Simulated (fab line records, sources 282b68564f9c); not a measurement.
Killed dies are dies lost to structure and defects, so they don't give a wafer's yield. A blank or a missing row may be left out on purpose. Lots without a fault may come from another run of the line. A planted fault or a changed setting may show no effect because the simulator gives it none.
A struck lot beside a sound one | flow rit_cmos | 19 steps out of a route of 202
Sound: wafers L852.1, L852.2, L852.4. Struck: wafers L873.3, L873.5, L873.6. The cause comes at the end.
At each step with rows: each side's tool, then ch and its chambers, then its first start. Under that, the readings that differ: sound wafers | struck wafers | difference of the means | sigmas: that difference in standard deviations of wafers without a fault.
alike: readings whose means differ by less than 2 such deviations, and words and numbers that are the same on both sides. not compared: withheld readings, readings that some wafer has no value for, bounds like >300 that may hide the same value, and numbers for which the record gives no deviation and whose values overlap.
The two part at a step that has a row with sigmas, a row that says differs or no value, or rows on one side only. Numbers that don't overlap but have no deviation are shown without sigmas and don't part them. A reading that every wafer of one side lacks parts them only if that side has two wafers or more.

first, 4 steps without rows for these wafers: RIT_PSD_SOFTBAKE_02 (time 60 s); RIT_PSD_EXPOSE_03 (exposes mask M10, target cd 40900 nm); RIT_PSD_PEB_04; RIT_PSD_DEVELOP_05 (develop time 50 s).
RIT_PSD_OVL_MEAS_06:
  sound on overlay-02, day 3 05:58; struck on overlay-02, day 7 14:52
  alike: PSD_OVL
then, 2 steps without rows for these wafers: RIT_PSD_HARDBAKE_07 (time 60 s); RIT_PSD_IMPLANT_08.
RIT_PSD_STRIP_09: strips in O2, time 180 s.
  sound on plasma_asher-01 ch 0,1, day 3 06:18; struck on plasma_asher-01 ch 0,1, day 7 15:15
  alike: drypump_motor_current_A
  not compared: rf_hours_counter_h
RIT_PSD_TW_MEAS_10:
  sound on film_metro-01, day 3 06:29; struck on film_metro-03, day 7 15:23
  alike: PSD_TW
then, 3 steps without rows for these wafers: RIT_SDANNEAL_CLEAN_00 (cleans in SC1, time 600 s); RIT_SDANNEAL_CLEAN_01 (cleans in dHF, time 30 s); RIT_SDANNEAL_CLEAN_02 (cleans in SC2, time 600 s).
RIT_SDANNEAL_RTA_03: time 5 s.
  sound on rtp_anneal-02 ch 0, day 3 06:58; struck on rtp_anneal-01 ch 0, day 7 15:50
  reading          | sound                | struck               | difference | sigmas
  wafer_temp_C_max | 1052.9 1053.2 1054.2 | 1088.4 1088.2 1084.9 | +33.7      | +31
RIT_SDANNEAL_RS_MEAS_04: measures by four-point-probe.
  sound on film_metro-01, day 3 07:01; struck on film_metro-03, day 7 15:55
  reading         | sound             | struck         | difference | sigmas
  PSD_RS (ohm/sq) | 115.9 116.1 115.9 | 94.1 94.0 93.9 | -22.0      | -67
RIT_SDANNEAL_RS_MEAS_05: measures by four-point-probe.
  sound on film_metro-01, day 3 07:08; struck on film_metro-03, day 7 16:02
  reading         | sound             | struck            | difference | sigmas
  NSD_RS (ohm/sq) | 84.79 84.82 84.85 | 83.20 83.34 83.47 | -1.48      | -5
RIT_SDANNEAL_RS_MEAS_06: measures by four-point-probe.
  sound on film_metro-01, day 3 07:15; struck on film_metro-03, day 7 16:09
  reading          | sound             | struck            | difference | sigmas
  PLDD_RS (ohm/sq) | 180.5 180.0 179.8 | 160.9 160.7 160.2 | -19.5      | -38
RIT_SDANNEAL_RS_MEAS_07: measures by four-point-probe.
  sound on film_metro-01, day 3 07:22; struck on film_metro-03, day 7 16:16
  reading          | sound             | struck            | difference | sigmas
  NLDD_RS (ohm/sq) | 151.9 151.2 151.4 | 149.8 150.0 149.6 | -1.7       | -3
then, 1 step without rows for these wafers: RIT_SILICIDE_WET_ETCH_00 (etches SiO2 in BOE, target depth 14 nm, time 15 s).
RIT_M1_PROBE_99:
  sound on prober-02, day 3 15:26; struck on prober-01, day 7 23:13
  alike: killed_at_contacts, killed_at_front_end, killed_dies, killed_on_rim, killed_open, killed_short

WHERE THEY PART
First at RIT_SDANNEAL_RTA_03; last, within this record, at RIT_SDANNEAL_RS_MEAS_07. Later steps at which nothing parts them and some readings are alike: RIT_M1_PROBE_99.

WHY: what the simulator had put in
Process parameter drift: rtp_anneal-01, from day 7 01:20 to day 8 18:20, at RIT_SDANNEAL_RTA_03. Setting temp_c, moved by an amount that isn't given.
